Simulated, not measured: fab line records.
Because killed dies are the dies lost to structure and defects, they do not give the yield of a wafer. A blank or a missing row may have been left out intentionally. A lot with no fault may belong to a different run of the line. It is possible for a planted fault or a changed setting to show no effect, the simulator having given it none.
Commonality check across tools :: flow rit-cmos :: Sample size 15 lots and 45 wafers

REASON FOR OPENING
Of 15 lots, 3 have the reading GATE_POLY_THK flagged at RIT_GATE_THK_MEAS_09. Fault-free wafers read 248.0 nm, with a standard deviation of 2.2.
Rule: flag the lot when none of its wafers has a number, or when each of its wafers that has one lies beyond 4 standard deviations from that mean. The other lots count as sound.

lot: L704
measured: day 2 11:47
on: film-metro-04
GATE_POLY_THK (nm), wafer by wafer: 247.6 246.4 249.1
flag: 

lot: L705
measured: day 2 16:52
on: film-metro-03
GATE_POLY_THK (nm), wafer by wafer: 248.8 248.7 245.9
flag: 

lot: L708
measured: day 3 07:03
on: film-metro-02
GATE_POLY_THK (nm), wafer by wafer: 249.1 248.2 247.9
flag: 

lot: L710
measured: day 3 17:19
on: film-metro-03
GATE_POLY_THK (nm), wafer by wafer: 246.3 245.2 246.2
flag: 

lot: L711
measured: day 3 23:22
on: film-metro-04
GATE_POLY_THK (nm), wafer by wafer: 249.2 248.7 246.7
flag: 

lot: L712
measured: day 4 04:28
on: film-metro-04
GATE_POLY_THK (nm), wafer by wafer: 251.3 250.8 252.3
flag: 

lot: L713
measured: day 4 08:25
on: film-metro-02
GATE_POLY_THK (nm), wafer by wafer: 346.3 349.0 348.4
flag: FLAGGED

lot: L715
measured: day 4 17:44
on: film-metro-04
GATE_POLY_THK (nm), wafer by wafer: 350.8 353.6 348.8
flag: FLAGGED

lot: L716
measured: day 5 01:41
on: film-metro-04
GATE_POLY_THK (nm), wafer by wafer: 348.9 351.5 348.0
flag: FLAGGED

lot: L718
measured: day 5 09:22
on: film-metro-04
GATE_POLY_THK (nm), wafer by wafer: 244.5 248.1 248.2
flag: 

lot: L722
measured: day 6 05:09
on: film-metro-02
GATE_POLY_THK (nm), wafer by wafer: 247.7 246.5 245.8
flag: 

lot: L723
measured: day 6 11:29
on: film-metro-03
GATE_POLY_THK (nm), wafer by wafer: 250.6 250.2 249.7
flag: 

lot: L725
measured: day 7 00:52
on: film-metro-02
GATE_POLY_THK (nm), wafer by wafer: 247.2 247.2 245.1
flag: 

lot: L726
measured: day 7 02:28
on: film-metro-03
GATE_POLY_THK (nm), wafer by wafer: 244.6 245.9 245.7
flag: 

lot: L727
measured: day 7 08:53
on: film-metro-03
GATE_POLY_THK (nm), wafer by wafer: 248.9 248.0 247.5
flag: 
The numbers of the flagged lots are 349.5 nm on average: +101.5 nm against the usual, or +46 standard deviations.

WHICH TOOL RAN EACH LOT
The record keeps 1 process step preceding the reading, out of 202 steps on the route. In each cell: the tool, then ch and the chambers that the sampled wafers went through, then the start.
lot: L704
flag: 
RIT_GATE_CVD_08: lpcvd-01 ch 1, day 2 10:09

lot: L705
flag: 
RIT_GATE_CVD_08: lpcvd-01 ch 1, day 2 15:14

lot: L708
flag: 
RIT_GATE_CVD_08: lpcvd-02 ch 1, day 3 05:26

lot: L710
flag: 
RIT_GATE_CVD_08: lpcvd-01 ch 0, day 3 15:41

lot: L711
flag: 
RIT_GATE_CVD_08: lpcvd-02 ch 1, day 3 21:44

lot: L712
flag: 
RIT_GATE_CVD_08: lpcvd-02 ch 1, day 4 02:50

lot: L713
flag: FLAGGED
RIT_GATE_CVD_08: lpcvd-02 ch 1, day 4 06:47

lot: L715
flag: FLAGGED
RIT_GATE_CVD_08: lpcvd-02 ch 1, day 4 16:07

lot: L716
flag: FLAGGED
RIT_GATE_CVD_08: lpcvd-02 ch 1, day 5 00:04

lot: L718
flag: 
RIT_GATE_CVD_08: lpcvd-01 ch 0, day 5 07:44

lot: L722
flag: 
RIT_GATE_CVD_08: lpcvd-01 ch 0, day 6 03:32

lot: L723
flag: 
RIT_GATE_CVD_08: lpcvd-01 ch 1, day 6 09:51

lot: L725
flag: 
RIT_GATE_CVD_08: lpcvd-01 ch 1, day 6 23:14

lot: L726
flag: 
RIT_GATE_CVD_08: lpcvd-01 ch 0, day 7 00:51

lot: L727
flag: 
RIT_GATE_CVD_08: lpcvd-02 ch 1, day 7 07:15
What these steps do:
- RIT_GATE_CVD_08: deposits poly-Si from SiH4, target thk 250 nm, time 2220 s.
- RIT_GATE_THK_MEAS_09

FLAGGED OVER TOTAL, TOOL BY TOOL (the gauges that took the reading come last)
step: RIT_GATE_CVD_08
tool: lpcvd-01
lots run: 8
flagged: 0
share of the flagged lots: none
sound lots run after its first flagged lot: -

step: RIT_GATE_CVD_08
tool: lpcvd-02
lots run: 7
flagged: 3
share of the flagged lots: all
sound lots run after its first flagged lot: 1 (L727)

step: RIT_GATE_THK_MEAS_09
tool: film-metro-02
lots run: 4
flagged: 1
share of the flagged lots: some
sound lots run after its first flagged lot: 2 (L722,L725)

step: RIT_GATE_THK_MEAS_09
tool: film-metro-03
lots run: 5
flagged: 0
share of the flagged lots: none
sound lots run after its first flagged lot: -

step: RIT_GATE_THK_MEAS_09
tool: film-metro-04
lots run: 6
flagged: 2
share of the flagged lots: some
sound lots run after its first flagged lot: 1 (L718)

THE TABLE: WHAT IT ALLOWS
All flagged lots share 1 row of the table, namely lpcvd-02 at RIT_GATE_CVD_08.
- lpcvd-02 at RIT_GATE_CVD_08 ran 7 lots, 3 of them flagged. Lots that were sound ran on it after the first flagged one (L727); a persistent fault on the entire tool would not allow that. Its own readings (spike-tc-centre-C, spike-tc-load-C, spike-tc-source-C, susceptor-temp-C) fall more than 4 standard deviations out on all wafers of the flagged lots.
There is no row in the table that ran each flagged lot and no sound lot after the first.

WHAT THE SIMULATOR HAD INSERTED
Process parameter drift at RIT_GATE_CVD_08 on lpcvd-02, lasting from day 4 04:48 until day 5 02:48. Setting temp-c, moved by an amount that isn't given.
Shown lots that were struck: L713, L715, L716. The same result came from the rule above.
